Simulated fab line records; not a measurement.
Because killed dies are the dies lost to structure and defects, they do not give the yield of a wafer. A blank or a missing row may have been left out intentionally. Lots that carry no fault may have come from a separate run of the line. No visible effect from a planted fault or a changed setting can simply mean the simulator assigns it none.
A single fault, viewed from 2 desks -- flow ritCmos -- what lay behind the numbers comes last; until then each desk has only its own

## THE METROLOGY DESK
What the gauges read for every lot (on any tool): the sampled wafers with a number, averaged. Any lot whose mean is over 4 standard deviations away from the usual mean is out of limits and marked OUT; that distance is given in the brackets.
Columns: A = cdNm at RIT_M1_CD_MEAS_09, usual 2599.4 nm
lot,first seen here,A
L303,day 3 13:14,2597.2
L304,day 3 15:56,2598.0
L305,day 3 18:57,2601.2
L306,day 4 02:48,2599.9
L307,day 4 05:11,2602.2
L310,day 4 20:01,2601.1
L311,day 5 06:01,2598.1
L313,day 5 14:08,2599.0
L316,day 6 07:20,2597.1
L318,day 6 14:56,2604.7
L319,day 6 20:31,2599.8
L324,day 7 22:55,2599.1
L325,day 8 00:23,2597.9
L326,day 8 08:34,2601.1
This desk's finding: nothing out of limits on any of the 14 lots.

## FOR THE TOOL OWNER'S DESK: plasmaAsher-04
The tool's own readings at RIT_NSD_STRIP_09 (strips in O2, time 180 s): means of the sampled wafers that have a number, for each lot that ran on this tool. Any lot whose mean is over 4 standard deviations away from the usual mean is out of limits and marked OUT; that distance is given in the brackets.
Columns: A = drypumpMotorCurrentA at RIT_NSD_STRIP_09, usual 5.9 A
lot,first seen here,A
L306,day 3 19:48,6.4
L310,day 4 13:07,6.4
L311,day 4 22:59,6.3
L313,day 5 07:04,6.2
This desk's finding: nothing out of limits on any of the 4 lots.

## BROUGHT TOGETHER
The metrology desk saw nothing out of limits.
The desk of the tool owner found nothing out of limits.

## WHAT THE SIMULATOR HAD PUT IN
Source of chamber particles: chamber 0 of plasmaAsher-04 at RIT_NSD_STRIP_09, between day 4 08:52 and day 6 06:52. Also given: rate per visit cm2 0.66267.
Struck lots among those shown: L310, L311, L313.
